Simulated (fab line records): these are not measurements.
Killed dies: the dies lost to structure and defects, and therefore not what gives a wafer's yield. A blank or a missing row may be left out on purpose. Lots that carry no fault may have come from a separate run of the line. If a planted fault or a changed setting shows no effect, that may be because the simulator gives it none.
fab line records	flow berkeleyCmos170
record: lots: 15	wafers: 45	lastDay: 12
route steps=331 shown M2@278 V2@295 M3@311
lots with no fault: from the same line, run without faults
startH: hours from the record's first day to the start of the lot's first wafer shown	waitH: how many hours have passed since the lot's step before this one	" repeats the value in the row above	L1.1+2: one row covering several wafers at once	- either no value or no given start	* or withheld: withheld	< > ~ a bound
route shown NAME@n: NAME is a module with steps in the file, n the number in the route of the first one	usual: mean/standard deviation taken from wafers without a fault	same: alike in all rows	chamber/n: place in a boat	sites: each site's reading	_std_site: the standard deviation of these	_edge_site: the outer-site mean with the inner-site mean subtracted	radiusMm: for every site, how far away it sits from the centre of the wafer	mask NAME#n: copy n	behind: the last tool/chamber to shape the wafer	hold: cause of the lot's hold/its duration in hours/its outcome	device: transistor that didn't switch, given as n, p or np	end of line: the tests these same wafers got at the end of their route	a step given without rows: its recipe and nothing more	killed: dies that structure and defects cost at the first sort, which is not the same as the wafer's yield	map: per-die view of a wafer (x killed, . not killed, _ where there is no die)
set.NAME: setting as actually run; set.NAME@STEP: the setting as run at that earlier step	model.NAME: the simulator's own value behind a step, which no gauge read
steps of the route over a sample of lots; a table a step, a row a wafer
services: a tool's chamber out of use, with start hour (startH, from the record's first day; less than 0 if before it), hours out, and reason
== steps ==
step: UCB170_M2_STRIP_07
recipe: chemistry: O2	powerW: 400	pressureMtorr: 3500	platenTempC: withheld	o2FlowSccm: 400	overashFraction: 0.5
usual: chamberPressureMTorr: 3500/3	drypumpMotorCurrentA: 5.6/0.51	oesProductAu: 0.735/0.0046	stripTimeToEndpointS: 22.00/0.085
lot.wafer	tool	chamber	startH	waitH	chamberPressureMTorr	drypumpMotorCurrentA	oesProductAu	rfHoursCounterH	stripTimeToEndpointS
L254.2	plasmaAsher-03	0	161.26	0.1	3500	5.0	0.734	5	21.99
L254.3	"	0	"	"	3501	5.0	0.731	-	21.97
L254.5	"	1	"	"	3498	6.2	0.743	-	21.96
L255.2	plasmaAsher-03	1	172.74	0.1	3496	6.2	0.734	6	22.06
L255.4	"	1	"	"	3503	6.2	0.733	-	22.05
L255.6	"	1	"	"	3506	6.2	0.732	-	22.02
L256.3	plasmaAsher-01	0	173.10	0.1	3498	6.1	0.729	-	22.10
L256.4	"	1	"	"	3501	6.1	0.741	-	22.14
L256.5	"	1	"	"	3500	6.1	0.735	-	22.10
L257.2	plasmaAsher-01	0	177.74	0.1	3499	6.0	0.738	52	21.91
L257.3	"	0	"	"	3501	6.1	0.728	-	21.91
L257.6	"	1	"	"	3507	6.1	0.733	-	21.89
L259.2	plasmaAsher-03	1	177.81	0.1	3499	6.3	0.728	7	21.99
L259.4	"	1	"	"	3494	6.2	0.733	-	22.00
L259.5	"	1	"	"	3498	6.2	0.732	-	21.95
L260.3	plasmaAsher-01	0	190.69	0.1	3501	6.1	0.733	-	21.86
L260.4	"	1	"	"	3499	6.1	0.727	-	21.83
L260.6	"	1	"	"	3500	6.1	0.733	-	21.85
L269.1	plasmaAsher-03	0	239.73	0.1	3502	5.0	0.745	12	22.08
L269.3	"	0	"	"	3505	5.0	0.732	-	22.12
L269.6	"	0	"	"	3501	5.0	0.737	-	22.07
L268.2	plasmaAsher-01	1	240.28	0.1	3499	6.1	0.728	58	22.00
L268.3	"	0	"	"	3502	6.1	0.733	-	22.05
L268.6	"	1	"	"	3499	6.1	0.742	-	22.06
L270.1	plasmaAsher-01	1	255.34	0.1	3499	6.1	0.733	60	21.96
L270.2	"	0	"	"	3501	6.0	0.735	60	22.01
L270.6	"	1	"	"	3501	6.1	0.740	-	21.97
L271.1	plasmaAsher-02	0	255.66	0.1	3501	5.1	0.730	46	22.01
L271.2	"	1	"	"	3494	5.3	0.738	46	22.03
L271.5	"	0	"	"	3499	5.1	0.730	-	22.00
L272.2	plasmaAsher-03	1	256.35	0.1	3503	6.2	0.732	13	21.94
L272.4	"	0	"	"	3503	5.0	0.737	-	21.89
L272.6	"	0	"	"	3503	5.0	0.730	-	21.84
L273.1	plasmaAsher-02	1	267.80	0.1	3500	5.3	0.741	48	22.02
L273.2	"	0	"	"	3499	5.1	0.744	48	22.02
L273.3	"	0	"	"	3496	5.1	0.744	-	22.04
L274.4	plasmaAsher-02	0	268.98	0.1	3497	5.1	0.724	-	22.01
L274.5	"	1	"	"	3496	5.3	0.734	-	22.05
L274.6	"	0	"	"	3493	5.1	0.735	-	22.03
L277.1	plasmaAsher-01	1	279.88	0.1	3502	6.1	0.738	63	21.91
L277.3	"	1	"	"	3500	6.1	0.739	-	21.98
L277.6	"	1	"	"	3500	6.1	0.741	-	21.94
L276.3	plasmaAsher-01	0	280.41	0.1	3497	6.1	0.741	-	22.03
L276.5	"	1	"	"	3500	6.1	0.741	-	22.10
L276.6	"	0	"	"	3496	6.1	0.730	-	22.06
step: UCB170_V2_BOW_MEAS_03
recipe: mode: bow
usual: V2_BOW: 36/6.4
lot.wafer	tool	chamber	startH	waitH	V2_BOW[um]
L254.2	filmMetro-02	-	163.66	0.2	39
L254.3	"	-	"	"	42
L254.5	"	-	"	"	36
L255.2	filmMetro-02	-	175.13	0.2	33
L255.4	"	-	"	"	35
L255.6	"	-	"	"	29
L256.3	filmMetro-04	-	175.55	0.1	21
L256.4	"	-	"	"	28
L256.5	"	-	"	"	30
L257.2	filmMetro-01	-	180.12	0.2	38
L257.3	"	-	"	"	41
L257.6	"	-	"	"	31
L259.2	filmMetro-04	-	180.36	0.1	41
L259.4	"	-	"	"	35
L259.5	"	-	"	"	39
L260.3	filmMetro-02	-	193.45	0.2	28
L260.4	"	-	"	"	33
L260.6	"	-	"	"	42
L269.1	filmMetro-02	-	242.50	0.1	39
L269.3	"	-	"	"	45
L269.6	"	-	"	"	37
L268.2	filmMetro-02	-	243.40	0.1	45
L268.3	"	-	"	"	37
L268.6	"	-	"	"	33
L270.1	filmMetro-02	-	258.72	0.1	40
L270.2	"	-	"	"	30
L270.6	"	-	"	"	38
L271.1	filmMetro-01	-	258.78	0.1	39
L271.2	"	-	"	"	23
L271.5	"	-	"	"	35
L272.2	filmMetro-04	-	259.47	0.3	33
L272.4	"	-	"	"	49
L272.6	"	-	"	"	30
L273.1	filmMetro-04	-	271.55	0.2	44
L273.2	"	-	"	"	41
L273.3	"	-	"	"	41
L274.4	filmMetro-02	-	272.31	0.3	39
L274.5	"	-	"	"	31
L274.6	"	-	"	"	38
L277.1	filmMetro-04	-	282.50	0.2	41
L277.3	"	-	"	"	30
L277.6	"	-	"	"	30
L276.3	filmMetro-01	-	283.19	0.2	42
L276.5	"	-	"	"	44
L276.6	"	-	"	"	41
step: UCB170_M3_RS_MEAS_02
recipe: thkMeasGauge: four-point-probe	reads: Al_of_M3_SPUTTER_01
usual: M3_AL_RS: 0.0322/0.00036
lot.wafer	tool	chamber	startH	waitH	M3_AL_RS[ohm/sq]
L254.2	filmMetro-02	-	166.14	0.1	0.0326
L254.3	"	-	"	"	0.0326
L254.5	"	-	"	"	0.0329
L255.2	filmMetro-02	-	177.25	0.1	0.0326
L255.4	"	-	"	"	0.0327
L255.6	"	-	"	"	0.0327
L256.3	filmMetro-04	-	177.58	0.1	0.0317
L256.4	"	-	"	"	0.0319
L256.5	"	-	"	"	0.0323
L257.2	filmMetro-02	-	182.16	0.1	0.0318
L257.3	"	-	"	"	0.0322
L257.6	"	-	"	"	0.0321
L259.2	filmMetro-02	-	182.40	0.1	0.0317
L259.4	"	-	"	"	0.0314
L259.5	"	-	"	"	0.0322
L260.3	filmMetro-03	-	195.80	0.1	0.0325
L260.4	"	-	"	"	0.0320
L260.6	"	-	"	"	0.0322
L269.1	filmMetro-04	-	245.58	0.0	0.0322
L269.3	"	-	"	"	0.0321
L269.6	"	-	"	"	0.0321
L268.2	filmMetro-02	-	246.15	0.1	0.0322
L268.3	"	-	"	"	0.0323
L268.6	"	-	"	"	0.0323
L270.1	filmMetro-02	-	261.50	0.0	0.0325
L270.2	"	-	"	"	0.0323
L270.6	"	-	"	"	0.0328
L271.1	filmMetro-02	-	261.78	0.0	0.0318
L271.2	"	-	"	"	0.0317
L271.5	"	-	"	"	0.0320
L272.2	filmMetro-03	-	261.93	0.1	0.0314
L272.4	"	-	"	"	0.0315
L272.6	"	-	"	"	0.0320
L273.1	filmMetro-03	-	274.08	0.0	0.0321
L273.2	"	-	"	"	0.0324
L273.3	"	-	"	"	0.0320
L274.4	filmMetro-04	-	274.55	0.1	0.0324
L274.5	"	-	"	"	0.0324
L274.6	"	-	"	"	0.0333
L277.1	filmMetro-02	-	284.95	0.0	0.0319
L277.3	"	-	"	"	0.0318
L277.6	"	-	"	"	0.0321
L276.3	filmMetro-04	-	286.09	0.1	0.0318
L276.5	"	-	"	"	0.0319
L276.6	"	-	"	"	0.0324
step: UCB170_M3_EXPOSE_12
recipe: maskId: METAL3	targetCdNm: 700	na: 0.5	sigmaOuter: 0.6	sourceShape: conventional	doseMj: 26
usual: exposureDoseMJCm2: 25.980/0.024	focusOffsetNm: 0.0/0.56	na: 0.5/0
lot.wafer	tool	chamber	startH	waitH	mask	exposureDoseMJCm2	focusOffsetNm	na
L254.2	krfScanner-01	0	168.36	-	METAL3#0	26.013	0.8	0.5
L254.3	"	0	"	"	METAL3#0	25.999	1.2	0.5
L254.5	"	0	"	"	METAL3#0	25.971	0.7	0.5
L255.2	krfScanner-01	0	178.75	-	METAL3#0	25.975	0.0	0.5
L255.4	"	0	"	"	METAL3#0	25.964	-0.2	0.5
L255.6	"	0	"	"	METAL3#0	25.985	-0.2	0.5
L256.3	krfScanner-01	0	179.22	-	METAL3#0	25.978	-0.1	0.5
L256.4	"	0	"	"	METAL3#0	26.013	0.7	0.5
L256.5	"	0	"	"	METAL3#0	26.001	0.3	0.5
L257.2	krfScanner-02	-	183.66	-	METAL3#0	-	-	-
L257.3	"	-	"	"	METAL3#0	-	-	-
L257.6	"	-	"	"	METAL3#0	-	-	-
L259.2	krfScanner-02	-	183.77	-	METAL3#0	-	-	-
L259.4	"	-	"	"	METAL3#0	-	-	-
L259.5	"	-	"	"	METAL3#0	-	-	-
L260.3	krfScanner-02	-	197.16	-	METAL3#0	-	-	-
L260.4	"	-	"	"	METAL3#0	-	-	-
L260.6	"	-	"	"	METAL3#0	-	-	-
L269.1	krfScanner-02	0	248.15	-	METAL3#0	26.013	0.9	0.5
L269.3	"	0	"	"	METAL3#0	26.005	1.0	0.5
L269.6	"	0	"	"	METAL3#0	26.025	0.4	0.5
L268.2	krfScanner-01	0	248.57	-	METAL3#0	25.996	0.3	0.5
L268.3	"	0	"	"	METAL3#0	25.960	0.2	0.5
L268.6	"	0	"	"	METAL3#0	25.970	0.8	0.5
L270.1	krfScanner-02	0	263.73	-	METAL3#0	25.975	0.0	0.5
L270.2	"	0	"	"	METAL3#0	26.028	0.0	0.5
L270.6	"	0	"	"	METAL3#0	25.942	-0.2	0.5
L271.1	krfScanner-02	0	263.85	-	METAL3#0	25.971	-0.8	0.5
L271.2	"	0	"	"	METAL3#0	25.945	0.0	0.5
L271.5	"	0	"	"	METAL3#0	25.956	-0.1	0.5
L272.2	krfScanner-02	0	264.08	-	METAL3#0	26.006	0.1	0.5
L272.4	"	0	"	"	METAL3#0	26.007	0.3	0.5
L272.6	"	0	"	"	METAL3#0	26.013	-0.1	0.5
L273.1	krfScanner-02	0	276.65	-	METAL3#0	25.989	0.4	0.5
L273.2	"	0	"	"	METAL3#0	25.972	-0.3	0.5
L273.3	"	0	"	"	METAL3#0	25.962	0.2	0.5
L274.4	krfScanner-02	0	276.94	-	METAL3#0	25.949	-0.1	0.5
L274.5	"	0	"	"	METAL3#0	25.946	-0.7	0.5
L274.6	"	0	"	"	METAL3#0	25.960	0.2	0.5
L277.1	krfScanner-02	0	286.80	-	METAL3#0	25.999	0.1	0.5
L277.3	"	0	"	"	METAL3#0	26.001	-0.5	0.5
L277.6	"	0	"	"	METAL3#0	25.982	0.3	0.5
L276.3	krfScanner-01	0	287.86	-	METAL3#0	25.984	0.3	0.5
L276.5	"	0	"	"	METAL3#0	26.020	-0.7	0.5
L276.6	"	0	"	"	METAL3#0	25.999	-0.7	0.5
== services ==
tool	chamber	startH	hours	kind
krfScanner-02	0	141.31	-	calibration
krfScanner-01	-	183.70	0.2	repair
krfScanner-01	-	184.66	1.0	pm
krfScanner-02	-	187.86	0.2	repair
krfScanner-01	-	196.14	7.7	repair
plasmaAsher-02	-	202.30	3.2	repair
krfScanner-02	-	203.86	3.6	pm
krfScanner-02	-	207.42	1.3	pm
krfScanner-02	-	218.43	0.5	repair
krfScanner-01	-	232.50	0.6	repair
krfScanner-01	-	244.56	1.9	repair
plasmaAsher-03	-	248.39	6.6	repair
plasmaAsher-01	-	249.16	1.2	repair
plasmaAsher-03	-	250.81	5.1	repair
krfScanner-01	-	253.25	0.8	pm
krfScanner-02	-	254.00	1.0	pm
plasmaAsher-03	-	257.91	1.4	repair
plasmaAsher-01	-	258.21	0.9	repair
krfScanner-01	0	260.42	-	calibration
krfScanner-01	-	261.60	0.4	repair
krfScanner-01	-	262.62	1.3	pm
krfScanner-02	-	273.51	0.8	pm
krfScanner-01	-	274.23	2.6	repair
krfScanner-01	-	283.44	4.0	pm
== key ==
firstSign: step: UCB170_M3_EXPOSE_12	reading: toolRecord	direction: missing
effect none on later readings
metAt UCB170_M3_EXPOSE_12
struckLots L257,L259,L260
laterRowsLeftOut L257.2,L257.3,L257.6,L259.2,L259.4,L259.5,L260.3,L260.4,L260.6
sortLeftOut L257.2,L257.3,L257.6,L259.2,L259.4,L259.5,L260.3,L260.4,L260.6
notActingAt UCB170_M2_STRIP_07,UCB170_V2_BOW_MEAS_03,UCB170_M3_RS_MEAS_02
fault: kind: skippedStepWhole	tool: krfScanner-02	chamber: -	onsetH: 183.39	steps: UCB170_M3_EXPOSE_12	scope: struckLotsOnly
sortLeftOut: the simulated sort isn't trusted on such a fault, so these wafers' sort isn't shown, and their yield isn't known
laterRowsLeftOut: the simulator's readings of these wafers behind a module that went badly wrong aren't trusted and aren't shown, but for the sort
